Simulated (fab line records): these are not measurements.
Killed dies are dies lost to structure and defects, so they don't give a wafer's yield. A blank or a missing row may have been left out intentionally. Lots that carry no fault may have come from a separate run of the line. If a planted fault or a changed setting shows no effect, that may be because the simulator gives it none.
Problem report, 8D (eight disciplines) form, completed by code    flow rit_cmos    the parts of the form that need people (team, actions taken, sign-off) are left out

## 1. WHAT IS WRONG
run_length_s at RIT_PLDD_SOFTBAKE_02 reads a mean of 83.25 s on 6 wafers of 2 lots; wafers without a fault read 89.19 s with a standard deviation of 0.12. Relative to the usual mean, that is a shift of -50 standard deviations.
The step: time 60 s.
First observed at day 5 23:20: wafer L414.1, on litho_track-03. The record holds 42 wafers of 14 lots with a number at this step. By rule, "out" or "out of limits" means more than 4 standard deviations away from the usual mean. The rest of the wafers with a number are treated as sound.

## 2. WHAT IT IS; WHAT IT IS NOT
question                     is                                  is not
which readings at this step  run_length_s, heater_power_total_W  -
which lots                   L414, L416                          L399, L400, L401, L402, L403, L404, L405, L406, L410, L417, L421, L422
which wafers of those lots   all that have a number              -
read on which tools          litho_track-03                      litho_track-01, litho_track-02
when                         from day 5 23:20                    up to then (27 sound wafers); but 9 sound wafers of L417, L421, L422 came after

## 3. WHAT RULES OUT EACH SUSPECT
Counting: a tool at a process step up to the reading stays a suspect if it ran every lot that is out and no sound lot after the first of them.
- litho_track-03 at RIT_PLDD_SOFTBAKE_02 (time 60 s): kept. All lots that are out passed through it, beginning with L414 at day 5 23:20, and no sound lot followed; its final sound lot before that point was L406 at day 4 10:39. Out on those wafers are its own readings of heater_power_total_W, run_length_s.
The count leaves litho_track-03 at RIT_PLDD_SOFTBAKE_02.

## 4. THE CAUSE (what the simulator had put in)
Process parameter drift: litho_track-03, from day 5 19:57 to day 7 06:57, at RIT_PLDD_SOFTBAKE_02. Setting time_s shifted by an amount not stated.
The count eliminated every tool but this one.

## 5. THE CHAIN OF EFFECTS, in route order
Rows list readings where the struck wafers' mean (over those with a number) sits beyond 3 standard deviations from the usual. Readings are gone through only where the record gives a usual standard deviation; hours: the median, over the lots, of the time from a lot's start at the first step in this table giving one to that lot's start at this step; sigmas: the change measured in usual standard deviations.
hours  step                  reading               usual    on struck wafers  change  sigmas
0      RIT_PLDD_SOFTBAKE_02  heater_power_total_W  34.56 W  35.63             +1.07   +24
0      RIT_PLDD_SOFTBAKE_02  run_length_s          89.19 s  83.25             -5.94   -50
Its process steps:
- RIT_PLDD_SOFTBAKE_02: time 60 s.

## 6. HOW IT WOULD HAVE BEEN CAUGHT EARLIER
In this record no reading fell out of limits until day 5 23:20, 3 hours after the fault had begun at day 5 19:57.
